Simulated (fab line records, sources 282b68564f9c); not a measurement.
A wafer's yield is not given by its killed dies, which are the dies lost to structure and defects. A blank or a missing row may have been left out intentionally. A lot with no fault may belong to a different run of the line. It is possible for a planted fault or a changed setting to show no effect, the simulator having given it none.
fab line records	flow rit_cmos
record lots=6	wafers=18	last_day=7
route steps=202 shown M1@184
lots untouched by any fault: they come from a run of this same line in which no faults occurred
start_h: start of the lot's first displayed wafer, in hours after the record's first day	wait_h: hours elapsed since this lot's preceding step	" unchanged from the row above	L1.1+2: several wafers, shown together as one row	- either no value or no given start	* or withheld: withheld	< > ~ a bound
route shown NAME@n: a module of which the file shows steps, and the number in the route of the first	usual: mean and standard deviation over wafers with no fault	same: alike in all rows	chamber/n: place in a boat	sites: the reading at each site	_std_site: the standard deviation of these	_edge_site: the outer-site mean with the inner-site mean subtracted	radius_mm: how far each site lies from the wafer's centre	mask NAME#n: copy n	behind: the most recent tool/chamber to have shaped the wafer	hold: what put the lot on hold/how long, in hours/how the hold closed	device: the transistor (n, p or np) that didn't switch	end of line: the route-end tests of the same wafers	a step without rows: its recipe alone	killed: dies lost to structure and defects at the first sort, not the wafer's yield	map: a wafer's dies, marking killed ones x, the rest . and places with no die _
set.NAME: the run value of the setting; set.NAME@STEP: its run value at that earlier step	model.NAME: the simulator's own value behind a step, which no gauge read
lots at some steps of the route; a table a step, a row a wafer
services: a tool's chamber out of use, with start hour (start_h, from the record's first day; less than 0 if before it), hours out, and reason
## steps
# step RIT_M1_SPUTTER_00
# recipe material=Al	target_thk_nm=400	power_w=2000	chamber_pressure_pa=0.4	gas=Ar	time_s=500	substrate_temp_c=25
# usual throttle_valve_pct=30.2/1.2
# same time_s=500
lot.wafer	tool	chamber	start_h	wait_h	throttle_valve_pct
L915.1	pvd_sputter-04	-	73.55	0.0	29.6
L915.5	"	-	"	"	29.7
L915.6	"	-	"	"	31.5
L917.1	pvd_sputter-01	-	83.37	0.0	29.6
L917.3	"	-	"	"	32.2
L917.5	"	-	"	"	28.2
L926.3	pvd_sputter-04	-	128.80	0.0	29.2
L926.4	"	-	"	"	31.2
L926.6	"	-	"	"	31.4
L927.2	pvd_sputter-01	-	132.63	0.0	30.0
L927.4	"	-	"	"	28.3
L927.5	"	-	"	"	29.8
L929.1	pvd_sputter-01	-	144.30	0.0	29.9
L929.2	"	-	"	"	29.8
L929.4	"	-	"	"	32.1
L933.1	pvd_sputter-01	-	162.99	0.0	29.6
L933.2	"	-	"	"	31.6
L933.6	"	-	"	"	32.0
# step RIT_M1_RS_MEAS_01
# recipe thk_meas_gauge=four-point-probe	reads=Al_of_M1_SPUTTER_00
# usual M1_AL_RS=0.0737/0.00094
lot.wafer	tool	chamber	start_h	wait_h	M1_AL_RS[ohm/sq]
L915.1	film_metro-01	-	73.84	0.1	0.0746
L915.5	"	-	"	"	0.0746
L915.6	"	-	"	"	0.0740
L917.1	film_metro-01	-	83.67	0.1	0.0723
L917.3	"	-	"	"	0.0728
L917.5	"	-	"	"	0.0744
L926.3	film_metro-03	-	129.14	0.2	0.0727
L926.4	"	-	"	"	0.0739
L926.6	"	-	"	"	0.0743
L927.2	film_metro-03	-	132.94	0.2	0.0720
L927.4	"	-	"	"	0.0739
L927.5	"	-	"	"	0.0727
L929.1	film_metro-04	-	144.59	0.1	0.0725
L929.2	"	-	"	"	0.0717
L929.4	"	-	"	"	0.0722
L933.1	film_metro-03	-	163.28	0.1	0.0740
L933.2	"	-	"	"	0.0735
L933.6	"	-	"	"	0.0740
# step RIT_M1_THK_MEAS_02
# recipe thk_meas_gauge=xrf	reads=Al_of_M1_SPUTTER_00
# usual M1_AL_THK=403/5.2
lot.wafer	tool	chamber	start_h	wait_h	M1_AL_THK[nm]
L915.1	film_metro-01	-	73.96	0.1	398
L915.5	"	-	"	"	398
L915.6	"	-	"	"	400
L917.1	film_metro-01	-	83.79	0.1	411
L917.3	"	-	"	"	410
L917.5	"	-	"	"	398
L926.3	film_metro-03	-	129.24	0.1	411
L926.4	"	-	"	"	401
L926.6	"	-	"	"	399
L927.2	film_metro-03	-	133.05	0.1	412
L927.4	"	-	"	"	401
L927.5	"	-	"	"	408
L929.1	film_metro-04	-	144.71	0.1	410
L929.2	"	-	"	"	416
L929.4	"	-	"	"	410
L933.1	film_metro-03	-	163.40	0.1	398
L933.2	"	-	"	"	400
L933.6	"	-	"	"	402
# step RIT_M1_HMDS_03
# recipe prime_time_s=60	prime_temp_c=140
# step RIT_M1_COAT_04
# recipe resist=NOVOLAK	spin_rpm=2000	resist_thk_nm=1300
# step RIT_M1_SOFTBAKE_05
# recipe resist=NOVOLAK	temp_c=90	time_s=60
# step RIT_M1_EXPOSE_06
# recipe mask_id=M12	na=0.6	source_shape=conventional	sigma_outer=0.5	target_cd_nm=2600	dose_mj=250
# step RIT_M1_PEB_07
# recipe resist=NOVOLAK	temp_c=withheld	time_s=withheld
# step RIT_M1_DEVELOP_08
# recipe resist=NOVOLAK	develop_time_s=68	dev_temp_c=23
# step RIT_M1_CD_MEAS_09
# recipe target_cd_nm=2600
# usual cd_nm=2599.1/2.1
lot.wafer	tool	chamber	start_h	wait_h	cd_nm
L915.1	cd_sem-02	-	75.02	-	2597.7
L915.5	"	-	"	"	2597.8
L915.6	"	-	"	"	2599.6
L917.1	cd_sem-01	-	84.73	-	2603.0
L917.3	"	-	"	"	2601.2
L917.5	"	-	"	"	2600.3
L926.3	cd_sem-01	-	130.30	-	2599.8
L926.4	"	-	"	"	2599.4
L926.6	"	-	"	"	2598.6
L927.2	cd_sem-02	-	134.13	-	2598.1
L927.4	"	-	"	"	2600.5
L927.5	"	-	"	"	2600.0
L929.1	cd_sem-01	-	145.65	-	2599.7
L929.2	"	-	"	"	2599.8
L929.4	"	-	"	"	2598.3
L933.1	cd_sem-01	-	164.47	-	2599.2
L933.2	"	-	"	"	2600.1
L933.6	"	-	"	"	2600.4
# step RIT_M1_OVL_MEAS_10
# usual M1_OVL=-1.1/1.1
lot.wafer	tool	chamber	start_h	wait_h	M1_OVL[nm]
L915.1	overlay-01	-	75.14	0.1	-1.8
L915.5	"	-	"	"	-0.9
L915.6	"	-	"	"	-1.5
L917.1	overlay-02	-	84.85	0.1	-1.9
L917.3	"	-	"	"	-1.8
L917.5	"	-	"	"	-0.6
L926.3	overlay-01	-	130.40	0.1	-0.2
L926.4	"	-	"	"	-0.9
L926.6	"	-	"	"	-0.3
L927.2	overlay-01	-	134.23	0.1	-1.0
L927.4	"	-	"	"	1.1
L927.5	"	-	"	"	0.0
L929.1	overlay-01	-	145.77	0.1	-0.6
L929.2	"	-	"	"	0.2
L929.4	"	-	"	"	0.2
L933.1	overlay-02	-	164.59	0.1	-0.4
L933.2	"	-	"	"	0.2
L933.6	"	-	"	"	0.5
# step RIT_M1_HARDBAKE_11
# recipe resist=NOVOLAK	temp_c=140	time_s=120
# step RIT_M1_METAL_ETCH_12
# recipe stop_on=SiO2	chemistry=Cl2/BCl3	target=Al	time_s=165	over_etch_frac=0.5	pressure_mtorr=100	target_depth_a=6000	rf_w=250	Cl2_flow_sccm=60	bcl3_flow_sccm=50
# usual drypump_motor_current_A=5.51/0.27	oes_product_au=0.784/0.014	over_etch_frac=0.5/0	throttle_valve_pct=8.14/0.11
# same time_s=165
lot.wafer	tool	chamber	start_h	wait_h	drypump_motor_current_A	oes_product_au	over_etch_frac	rf_hours_counter_h	throttle_valve_pct	model.NOVOLAK_of_M1_COAT_04.thk_nm
L915.1	rie_metal-01	1	75.43	0.2	5.80	0.767	0.5	4	8.30	807.9
L915.5	"	0	"	"	5.29	0.795	0.5	-	8.14	814.7
L915.6	"	1	"	"	5.77	0.767	0.5	-	8.31	804.8
L917.1	rie_metal-02	0	85.13	0.2	5.58	0.775	0.5	1	8.20	815.7
L917.3	"	0	"	"	5.56	0.782	0.5	-	8.21	814.8
L917.5	"	0	"	"	5.56	0.768	0.5	-	8.22	813.6
L926.3	rie_metal-02	1	130.78	0.2	5.67	0.797	0.5	-	8.00	792.9
L926.4	"	1	"	"	5.66	0.793	0.5	-	8.00	792.6
L926.6	"	1	"	"	5.67	0.780	0.5	-	7.99	795.4
L927.2	rie_metal-01	1	134.61	0.2	5.81	0.706	0.78163	5	8.32	748
L927.4	"	0	"	"	5.30	0.737	0.78163	-	8.15	761.5
L927.5	"	1	"	"	5.77	0.691	0.78163	-	8.31	745
L929.1	rie_metal-01	0	146.06	0.2	5.30	0.746	0.78163	5	8.15	760
L929.2	"	1	"	"	5.78	0.706	0.78163	5	8.30	737.8
L929.4	"	1	"	"	5.81	0.700	0.78163	-	8.32	737.9
L933.1	rie_metal-02	0	164.87	0.2	5.55	0.772	0.5	2	8.21	810
L933.2	"	1	"	"	5.66	0.790	0.5	2	8.01	791.7
L933.6	"	0	"	"	5.55	0.779	0.5	-	8.21	812.8
# step RIT_M1_STRIP_13
# recipe chemistry=nmp	resist=NOVOLAK	temp_c=80	time_s=600	dry=n2_spin
# step RIT_M1_PROBE_99
# usual defect_limited_yield=97.6/1.1	killed_at_contacts=0.1/0.27	killed_at_front_end=6.1/2.9	killed_dies=6.2/2.9	killed_open=3.2/1.9	killed_short=3/1.9	sort_bin_3_pad_short=0.1/0.2	sort_bin_5_function=1.3/0.77	sort_bin_6_memory=0.9/0.64	sort_n_pass=257.8/2.9	sort_yield_pct=97.6/1.1
# same gross_dies=264	killed_at_M0_to_M3=0	killed_at_M4_up=0	killed_at_back_side=0	killed_at_other=0
lot.wafer	tool	chamber	start_h	wait_h	defect_limited_yield[%]	killed_at_contacts	killed_at_front_end	killed_dies	killed_open	killed_short	sort_bin_3_pad_short[%]	sort_bin_5_function[%]	sort_bin_6_memory[%]	sort_n_pass	sort_yield_pct[%]	model.etest.antenna_m1.vt_shift_v
L915.1	prober-02	-	77.68	0.1	98.1	0	5	5	5	0	0	0.8	1.1	259.0	98.1	-0.006834
L915.5	prober-02	-	77.88	0.2	98.5	0	4	4	1	3	0	0.8	0.8	260.0	98.5	-0.01029
L915.6	prober-02	-	77.93	0.2	98.1	0	5	5	4	1	0	0.4	1.5	259.0	98.1	-0.0137
L917.1	prober-01	-	88.67	0.1	98.9	0	3	3	2	1	0	1.1	0	261.0	98.9	-0.009527
L917.3	prober-01	-	88.77	0.2	97.7	0	6	6	4	2	0	1.5	0.8	258.0	97.7	-0.008934
L917.5	prober-01	-	88.87	0.2	97.0	0	8	8	6	2	0	2.3	0.8	256.0	97.0	-0.009304
L926.3	prober-01	-	133.44	0.2	96.6	0	9	9	4	5	0.4	1.5	1.5	255.0	96.6	-0.01566
L926.4	prober-01	-	133.49	0.2	97.3	0	7	7	4	3	0.4	0.8	1.5	257.0	97.3	-0.01176
L926.6	prober-01	-	133.59	0.2	97.7	0	6	6	1	5	0	1.1	1.1	258.0	97.7	-0.01828
L927.2	prober-02	-	136.91	0.1	97.3	0	7	7	3	4	0	1.9	0.8	257.0	97.3	-0.01558
L927.4	prober-02	-	137.01	0.2	98.5	0	4	4	2	2	0	0.8	0.8	260.0	98.5	-0.01333
L927.5	prober-02	-	137.06	0.2	97.0	0	8	8	3	5	0.8	1.5	0.8	256.0	97.0	-0.01721
L929.1	prober-02	-	148.44	0.1	98.5	0	4	4	3	1	0	1.1	0.4	260.0	98.5	-0.01522
L929.2	prober-02	-	148.49	0.1	98.5	0	4	4	0	4	0	0.8	0.8	260.0	98.5	-0.01973
L929.4	prober-02	-	148.59	0.2	98.5	0	4	4	2	2	0	0.4	1.1	260.0	98.5	-0.01696
L933.1	prober-02	-	167.13	0.1	97.3	1	6	7	7	0	0	1.9	0.8	257.0	97.3	-0.01082
L933.2	prober-02	-	167.18	0.1	96.6	0	9	9	5	4	0.4	2.3	0.8	255.0	96.6	-0.01394
L933.6	prober-02	-	167.38	0.2	97.7	0	6	6	2	4	0	1.5	0.8	258.0	97.7	-0.01124
# killed by level:class
L915.1 FOX2:geometric_particle:open=2 GATE:geometric_particle:open=2 SILICIDE:geometric_particle:open=1
L915.5 GATE:geometric_particle:short=2 FOX2:geometric_particle:open=1 REOX:geometric_particle:short=1
L915.6 REOX:geometric_particle:open=2 FOX2:geometric_particle:short=1 FOX2:geometric_particle:open=1 SILICIDE:geometric_particle:open=1
L917.1 GATE:geometric_particle:open=1 REOX:geometric_particle:short=1 SPACER:geometric_particle:open=1
L917.3 FOX1:geometric_particle:open=2 FOX2:geometric_particle:open=1 REOX:geometric_particle:short=1 SPACER:geometric_particle:open=1 SPACER:geometric_particle:short=1
L917.5 FOX2:geometric_particle:open=2 REOX:geometric_particle:open=2 FOX1:geometric_particle:open=1 GATE:geometric_particle:short=1 SPACER:geometric_particle:short=1 SILICIDE:geometric_particle:open=1
L926.3 GATE:geometric_particle:open=2 FOX1:geometric_particle:short=1 FOX1:geometric_particle:open=1 FOX2:geometric_particle:short=1 GATE:geometric_particle:short=1 REOX:geometric_particle:short=1 SILICIDE:geometric_particle:short=1 SILICIDE:geometric_particle:open=1
L926.4 FOX1:geometric_particle:short=1 GATE:geometric_particle:open=1 REOX:geometric_particle:open=1 SPACER:geometric_particle:open=1 SPACER:geometric_particle:short=1 SILICIDE:geometric_particle:open=1 SILICIDE:geometric_particle:short=1
L926.6 GATE:geometric_particle:short=4 FOX1:geometric_particle:short=1 GATE:geometric_particle:open=1
L927.2 FOX1:geometric_particle:short=2 REOX:geometric_particle:short=2 FOX1:geometric_particle:open=1 GATE:geometric_particle:open=1 REOX:geometric_particle:open=1
L927.4 FOX1:geometric_particle:short=1 FOX1:geometric_particle:open=1 GATE:geometric_particle:open=1 SPACER:geometric_particle:short=1
L927.5 FOX1:geometric_particle:short=2 SPACER:geometric_particle:short=2 FOX2:geometric_particle:open=1 GATE:geometric_particle:open=1 GATE:geometric_particle:short=1 REOX:geometric_particle:open=1
L929.1 GATE:geometric_particle:open=2 REOX:geometric_particle:short=1 REOX:geometric_particle:open=1
L929.2 GATE:geometric_particle:short=3 REOX:geometric_particle:short=1
L929.4 GATE:geometric_particle:open=2 FOX1:geometric_particle:short=1 REOX:geometric_particle:short=1
L933.1 GATE:geometric_particle:open=3 SILICIDE:geometric_particle:open=2 REOX:geometric_particle:open=1 CONTACT:geometric_particle:open=1
L933.2 GATE:geometric_particle:open=3 SILICIDE:geometric_particle:short=2 FOX2:geometric_particle:short=1 GATE:geometric_particle:short=1 REOX:geometric_particle:open=1 SILICIDE:geometric_particle:open=1
L933.6 GATE:geometric_particle:short=4 GATE:geometric_particle:open=1 SILICIDE:geometric_particle:open=1
## services
tool	chamber	start_h	hours	kind
pvd_sputter-01	-	80.20	2.9	repair
rie_metal-01	1	80.46	4.8	repair
rie_metal-02	-	88.21	1.5	repair
rie_metal-02	-	91.58	0.8	repair
rie_metal-01	-	126.78	2.8	pm
rie_metal-02	0	126.78	15.6	repair
rie_metal-01	-	138.47	0.3	repair
## key
first_sign step=RIT_M1_METAL_ETCH_12	reading=over_etch_frac	direction=up	sigmas=99+	usual=0.5	struck=0.78163
effect step=RIT_M1_METAL_ETCH_12	reading=oes_product_au	direction=down	sigmas=5	usual=0.784	struck=0.714
model_effect step=RIT_M1_METAL_ETCH_12	value=NOVOLAK_of_M1_COAT_04.thk_nm	without=809.8	struck=748.4
model_effect step=RIT_M1_PROBE_99	value=etest.antenna_m1.vt_shift_v	without=-0.0108	struck=-0.01634
met_at RIT_M1_METAL_ETCH_12
struck_wafers L927.2,L927.4,L927.5,L929.1,L929.2,L929.4
onset_between 75.43 134.61
fault kind=process_parameter_drift	tool=rie_metal-01	chamber=-	onset_h=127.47	steps=RIT_M1_METAL_ETCH_12	channel=over_etch_frac	offset=0.28163	shape=step	end_h=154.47	stated=0.5
